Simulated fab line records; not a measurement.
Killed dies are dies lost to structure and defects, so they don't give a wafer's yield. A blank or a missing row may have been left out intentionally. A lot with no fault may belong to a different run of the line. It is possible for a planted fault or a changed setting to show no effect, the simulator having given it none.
fab line records | flow rit-cmos
record lots=7 wafers=21 last-day=7
route steps=202 shown SILICIDE@167 CONTACT@168
lots that met no fault: taken from a fault-free run of the same line
start-h: hours from the record's first day to the start of the lot's first wafer shown | wait-h: how many hours have passed since the lot's step before this one | " repeats the value in the row above | L1.1+2: a row that stands for several wafers | - either no value or no given start | * or withheld: withheld | < > ~ a bound
route shown NAME@n: names a module that has steps shown in the file, with the first one's number in the route | usual: mean/standard deviation of fault-free wafers | same: alike in all rows | chamber/n: place in a boat | sites: per-site readings | _std_site: how widely they spread, as a standard deviation | _edge_site: inner sites' mean taken away from outer sites' mean | radius-mm: how far each site lies from the wafer's centre | mask NAME#n: copy n | behind: tool/chamber where the wafer was last shaped | hold: the reason the lot was held/the length of the hold in hours/how it ended | device: which transistor (n, p or np) failed to switch | end of line: the same wafers' tests at the end of the route | step lacking rows: just its recipe | killed: count of dies lost to structure and defects at first sort (not the wafer's yield) | map: per-die view of a wafer (x killed, . not killed, _ where there is no die)
set.NAME: setting as actually run; set.NAME@STEP: the setting as run at that earlier step | model.NAME: the simulator's own value behind a step, which no gauge read
lots at some steps of the route; a table a step, a row a wafer
services: when a tool's chamber went out of use (start-h, in hours from the record's first day, below 0 if earlier), for how many hours, and the reason
## steps
# step RIT_SILICIDE_RTA_06
# recipe temp-c=750 time-s=10 idle-temp-c=25 ramp-up-s=5 ramp-down-s=10 cool-to-c=25 ambient=N2
# usual wafer_temp_C_max=754.8/1.2
# columns lot.wafer tool chamber start-h wait-h wafer_temp_C_max
L940.1 rtp-anneal-01 0 50.75 0.0 754.0
L940.2 " 0 " " 755.1
L940.6 " 0 " " 755.2
L948.1 rtp-anneal-01 0 91.07 0.0 755.1
L948.2 " 0 " " 755.2
L948.5 " 0 " " 754.6
L949.1 rtp-anneal-02 0 96.65 0.0 753.9
L949.2 " 0 " " 754.2
L949.6 " 0 " " 754.1
L950.1 rtp-anneal-01 0 101.64 0.0 754.4
L950.3 " 0 " " 756.4
L950.6 " 0 " " 754.3
L951.2 rtp-anneal-02 0 105.02 0.0 752.6
L951.5 " 0 " " 752.9
L951.6 " 0 " " 755.4
L953.1 rtp-anneal-02 0 119.54 0.0 754.0
L953.2 " 0 " " 754.8
L953.6 " 0 " " 753.2
L961.1 rtp-anneal-02 0 160.23 0.0 753.5
L961.2 " 0 " " 752.9
L961.4 " 0 " " 754.5
# step RIT_CONTACT_CVD_00
# recipe material=SiO2 target-thk-nm=400 precursor=TEOS temp-c=390 time-s=61 rf-w=400
# usual heater-power-w=323/81
# columns lot.wafer tool chamber start-h wait-h heater-power-w
L940.1 pecvd-03 2 50.81 0.1 481
L940.2 " 0 " " 260
L940.6 " 2 " " 503
L948.1 pecvd-02 2 91.14 0.1 356
L948.2 " 0 " " 320
L948.5 " 1 " " 268
L949.1 pecvd-03 1 96.71 0.1 317
L949.2 " 2 " " 506
L949.6 " 2 " " 510
L950.1 pecvd-04 1 101.71 0.1 364
L950.3 " 2 " " 204
L950.6 " 0 " " 318
L951.2 pecvd-02 2 105.07 0.0 313
L951.5 " 2 " " 336
L951.6 " 1 " " 274
L953.1 pecvd-04 1 119.61 0.1 348
L953.2 " 0 " " 348
L953.6 " 1 " " 355
L961.1 pecvd-03 2 160.30 0.1 579
L961.2 " 0 " " 252
L961.4 " 1 " " 352
# step RIT_CONTACT_THK_MEAS_01
# recipe reads=SiO2_of_CONTACT_CVD_00
# usual CONTACT_TEOS_THK=399/4.9
# columns lot.wafer tool chamber start-h wait-h CONTACT_TEOS_THK[nm]
L940.1 film-metro-02 - 50.86 0.0 397
L940.2 " - " " 397
L940.6 " - " " 402
L948.1 film-metro-03 - 91.19 0.0 406
L948.2 " - " " 401
L948.5 " - " " 408
L949.1 film-metro-03 - 96.76 0.0 393
L949.2 " - " " 394
L949.6 " - " " 405
L950.1 film-metro-01 - 101.76 0.0 397
L950.3 " - " " 388
L950.6 " - " " 404
L951.2 film-metro-01 - 105.13 0.0 393
L951.5 " - " " 398
L951.6 " - " " 400
L953.1 film-metro-02 - 119.66 0.0 395
L953.2 " - " " 395
L953.6 " - " " 400
L961.1 film-metro-01 - 160.35 0.0 407
L961.2 " - " " 405
L961.4 " - " " 409
# step RIT_CONTACT_HMDS_02
# recipe prime-time-s=60 prime-temp-c=140
# step RIT_CONTACT_COAT_03
# recipe resist=NOVOLAK spin-rpm=3250 resist-thk-nm=1000
# step RIT_CONTACT_SOFTBAKE_04
# recipe resist=NOVOLAK temp-c=90 time-s=60
# step RIT_CONTACT_EXPOSE_05
# recipe mask-id=M11 na=0.6 source-shape=conventional sigma-outer=0.5 target-cd-nm=1000 dose-mj=250
# step RIT_CONTACT_PEB_06
# recipe resist=NOVOLAK temp-c=withheld time-s=withheld
# step RIT_CONTACT_DEVELOP_07
# recipe resist=NOVOLAK develop-time-s=120 dev-temp-c=23
# step RIT_CONTACT_CD_MEAS_08
# recipe target-cd-nm=1000
# usual cd-nm=999.3/2.3
# columns lot.wafer tool chamber start-h wait-h cd-nm
L940.1 cd-sem-02 - 51.89 - 995.8
L940.2 " - " " 998.9
L940.6 " - " " 998.5
L948.1 cd-sem-02 - 92.21 - 1002.7
L948.2 " - " " 1002.7
L948.5 " - " " 1001.4
L949.1 cd-sem-02 - 97.90 - 995.6
L949.2 " - " " 994.9
L949.6 " - " " 997.5
L950.1 cd-sem-01 - 102.78 - 1003.1
L950.3 " - " " 1005.4
L950.6 " - " " 1002.1
L951.2 cd-sem-02 - 106.17 - 998.1
L951.5 " - " " 997.4
L951.6 " - " " 998.0
L953.1 cd-sem-01 - 120.73 - 999.6
L953.2 " - " " 998.5
L953.6 " - " " 999.7
L961.1 cd-sem-02 - 161.38 - 999.5
L961.2 " - " " 998.5
L961.4 " - " " 999.2
# step RIT_CONTACT_OVL_MEAS_09
# usual CONTACT_OVL=-0.2/1.4
# columns lot.wafer tool chamber start-h wait-h CONTACT_OVL[nm]
L940.1 overlay-02 - 52.01 0.1 1.9
L940.2 " - " " 1.1
L940.6 " - " " 2.7
L948.1 overlay-01 - 92.33 0.1 0.8
L948.2 " - " " 0.8
L948.5 " - " " 1.2
L949.1 overlay-01 - 98.02 0.1 -1.2
L949.2 " - " " -1.9
L949.6 " - " " -2.7
L950.1 overlay-01 - 102.90 0.1 -0.7
L950.3 " - " " -1.1
L950.6 " - " " -2.5
L951.2 overlay-01 - 106.28 0.1 -3.5
L951.5 " - " " -3.3
L951.6 " - " " -2.1
L953.1 overlay-02 - 120.85 0.1 -0.2
L953.2 " - " " -0.3
L953.6 " - " " -0.5
L961.1 overlay-02 - 161.50 0.1 0.8
L961.2 " - " " 0.8
L961.4 " - " " 1.2
# step RIT_CONTACT_HARDBAKE_10
# recipe resist=NOVOLAK temp-c=140 time-s=60
# step RIT_CONTACT_ETCH_11
# recipe target-depth-a=4800 over-etch-frac=0.2 stop-on=TiSi2 chemistry=CHF3/CF4/Ar target=SiO2 CHF3_flow_sccm=50 cf4-flow-sccm=10 Ar_flow_sccm=100 O2_flow_sccm=5 pressure-mtorr=100 rf-w=200 time-s=320
# usual CHF3_flow_sccm=49.96/0.14 O2_flow_sccm=5.001/0.016 chamber-pressure-mTorr=100.00/0.093 drypump-motor-current-A=5.5/0.39 oes-product-au=0.982/0.013 over-etch-frac=0.2/0 throttle-valve-pct=8.89/0.13
# columns lot.wafer tool chamber start-h wait-h CHF3_flow_sccm O2_flow_sccm chamber-pressure-mTorr drypump-motor-current-A oes-product-au over-etch-frac rf-hours-counter-h throttle-valve-pct model.NOVOLAK_of_CONTACT_COAT_03.thk-nm
L940.1 rie-diel-02 1 52.20 0.1 49.91 4.977 99.93 5.2 0.985 0.2 27 8.85 771.8
L940.2 " 0 " " 49.83 4.984 99.97 5.8 0.960 0.2 139 8.92 770.5
L940.6 " 3 " " 49.87 5.002 100.05 5.2 0.969 0.2 - 9.11 769.9
L948.1 rie-diel-02 2 92.52 0.1 - - - - - - - - 881.2
L948.2 " 3 " " - - - - - - - - 881.3
L948.5 " 2 " " - - - - - - - - 882.1
L949.1 rie-diel-02 2 98.21 0.1 - - - - - - - - 884.8
L949.2 " 0 " " - - - - - - - - 885.1
L949.6 " 2 " " - - - - - - - - 887.4
L950.1 rie-diel-04 1 103.09 0.1 - - - - - - - - 883
L950.3 " 3 " " - - - - - - - - 878.3
L950.6 " 0 " " - - - - - - - - 881.4
L951.2 rie-diel-02 3 106.46 0.1 50.07 4.978 100.03 5.3 0.975 0.2 117 9.09 771.2
L951.5 " 2 " " 49.76 5.010 100.15 5.6 0.996 0.2 - 8.65 774
L951.6 " 0 " " 49.74 4.990 100.11 5.9 0.957 0.2 - 8.91 769.6
L953.1 rie-diel-04 1 121.19 0.1 50.10 5.004 99.87 5.3 0.990 0.2 3 8.95 767.9
L953.2 " 0 " " 49.75 5.007 99.95 6.3 0.998 0.2 8 8.95 767.5
L953.6 " 1 " " 50.21 5.018 99.94 5.3 0.993 0.2 - 8.94 768.5
L961.1 rie-diel-02 2 161.69 0.1 49.90 5.035 100.09 5.6 0.996 0.2 115 8.67 772.3
L961.2 " 0 " " 49.99 5.005 100.05 5.9 0.959 0.2 142 8.91 769.1
L961.4 " 3 " " 49.92 5.014 99.80 5.2 0.968 0.2 118 9.11 768.9
# step RIT_CONTACT_STRIP_12
# recipe chemistry=O2 time-s=180 resist=NOVOLAK platen-temp-c=withheld power-w=500 pressure-mtorr=4000 o2-flow-sccm=4000
# usual chamber-pressure-mTorr=4000/3.6 drypump-motor-current-A=5.7/0.54 o2-flow-sccm=4002/12
# columns lot.wafer tool chamber start-h wait-h chamber-pressure-mTorr drypump-motor-current-A o2-flow-sccm rf-hours-counter-h
L940.1 plasma-asher-02 1 52.39 0.1 4000 5.5 4007 41
L940.2 " 0 " " 4002 5.4 4009 41
L940.6 " 0 " " 4000 5.4 3996 -
L948.1 plasma-asher-01 0 92.72 0.1 3996 5.7 4012 30
L948.2 " 1 " " 4000 4.9 3994 30
L948.5 " 1 " " 4000 4.9 3997 -
L949.1 plasma-asher-04 1 98.40 0.1 3999 6.3 4006 48
L949.2 " 0 " " 4006 6.3 3993 48
L949.6 " 0 " " 4004 6.3 4018 -
L950.1 plasma-asher-04 1 103.29 0.1 3992 6.3 3990 49
L950.3 " 0 " " 4007 6.3 3997 -
L950.6 " 0 " " 4000 6.3 4015 -
L951.2 plasma-asher-04 0 106.65 0.1 3995 6.3 3996 50
L951.5 " 0 " " 3999 6.3 3987 -
L951.6 " 1 " " 4000 6.3 3989 -
L953.1 plasma-asher-04 1 121.39 0.1 3992 6.3 4009 51
L953.2 " 0 " " 4002 6.3 4015 51
L953.6 " 0 " " 4000 6.3 3999 -
L961.1 plasma-asher-02 1 161.88 0.1 4004 5.5 4004 5
L961.2 " 0 " " 3996 5.4 3995 5
L961.4 " 1 " " 3999 5.5 3992 -
# step RIT_CONTACT_CD_MEAS_90
# recipe target-cd-nm=1000
# usual cd-nm=999.2/2.3
# columns lot.wafer tool chamber start-h wait-h cd-nm
L940.1 cd-sem-02 - 52.57 0.1 995.7
L940.2 " - " " 998.8
L940.6 " - " " 999.0
L948.1 cd-sem-01 - 92.89 0.1 -
L948.2 " - " " -
L948.5 " - " " -
L949.1 cd-sem-01 - 98.58 0.1 -
L949.2 " - " " -
L949.6 " - " " -
L950.1 cd-sem-02 - 103.46 0.1 -
L950.3 " - " " -
L950.6 " - " " -
L951.2 cd-sem-01 - 106.85 0.1 998.3
L951.5 " - " " 997.2
L951.6 " - " " 998.7
L953.1 cd-sem-01 - 121.56 0.1 999.3
L953.2 " - " " 999.0
L953.6 " - " " 999.8
L961.1 cd-sem-02 - 162.06 0.1 999.3
L961.2 " - " " 998.5
L961.4 " - " " 999.4
# step RIT_CONTACT_CLEAN_13
# recipe chemistry=SC1 mix=3:3:50 time-s=600 temp-c=75
## services
# columns tool chamber start-h hours kind
rie-diel-02 - 37.16 0.4 repair
pecvd-02 - 66.12 2.8 pm
rie-diel-04 - 67.93 1.0 repair
rie-diel-04 - 73.75 15.6 pm
pecvd-04 - 91.57 3.2 repair
rie-diel-02 1 97.48 7.5 repair
plasma-asher-01 - 98.37 0.4 repair
plasma-asher-01 - 103.03 2.8 pm
rie-diel-02 1 105.38 5.0 repair
pecvd-02 2 106.41 13.7 repair
plasma-asher-02 - 108.75 9.0 pm
plasma-asher-02 0 108.75 9.0 vent-cycle
plasma-asher-02 1 108.75 9.0 vent-cycle
plasma-asher-02 0 117.75 - clean
plasma-asher-02 1 117.75 - clean
rie-diel-02 3 124.14 9.1 repair
plasma-asher-04 - 125.04 2.2 repair
pecvd-03 1 141.66 5.8 repair
## key
first-sign step=RIT_CONTACT_ETCH_11 reading=tool-record direction=missing
effect step=RIT_CONTACT_CD_MEAS_90 reading=cd-nm direction=missing
model-effect step=RIT_CONTACT_ETCH_11 value=NOVOLAK_of_CONTACT_COAT_03.thk-nm without=768.9 struck=882.7
met-at RIT_CONTACT_ETCH_11
struck-wafers L948.1,L948.2,L948.5,L949.1,L949.2,L949.6,L950.1,L950.3,L950.6
later-rows-left-out L948.1,L948.2,L948.5,L949.1,L949.2,L949.6,L950.1,L950.3,L950.6
sort-left-out L948.1,L948.2,L948.5,L949.1,L949.2,L949.6,L950.1,L950.3,L950.6
tester-left-out L948,L949,L950
onset-between 52.20 92.52
fault kind=skipped-step-whole tool=rie-diel-02,rie-diel-04 chamber=- onset-h=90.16 steps=RIT_CONTACT_ETCH_11 scope=struck-lots-only
# tester-left-out: of these lots the tester's yield and bins aren't shown, on N5 and GAA mostly nor the transistor test; their killed dies are dies lost to structure and defects alone, not to doping, threshold or leakage, so they don't give the yield
# sort-left-out: the simulated sort isn't trusted on such a fault, so these wafers' sort isn't shown, and their yield isn't known
# later-rows-left-out: the simulator's readings of these wafers behind a module that went badly wrong aren't trusted and aren't shown, but for the sort
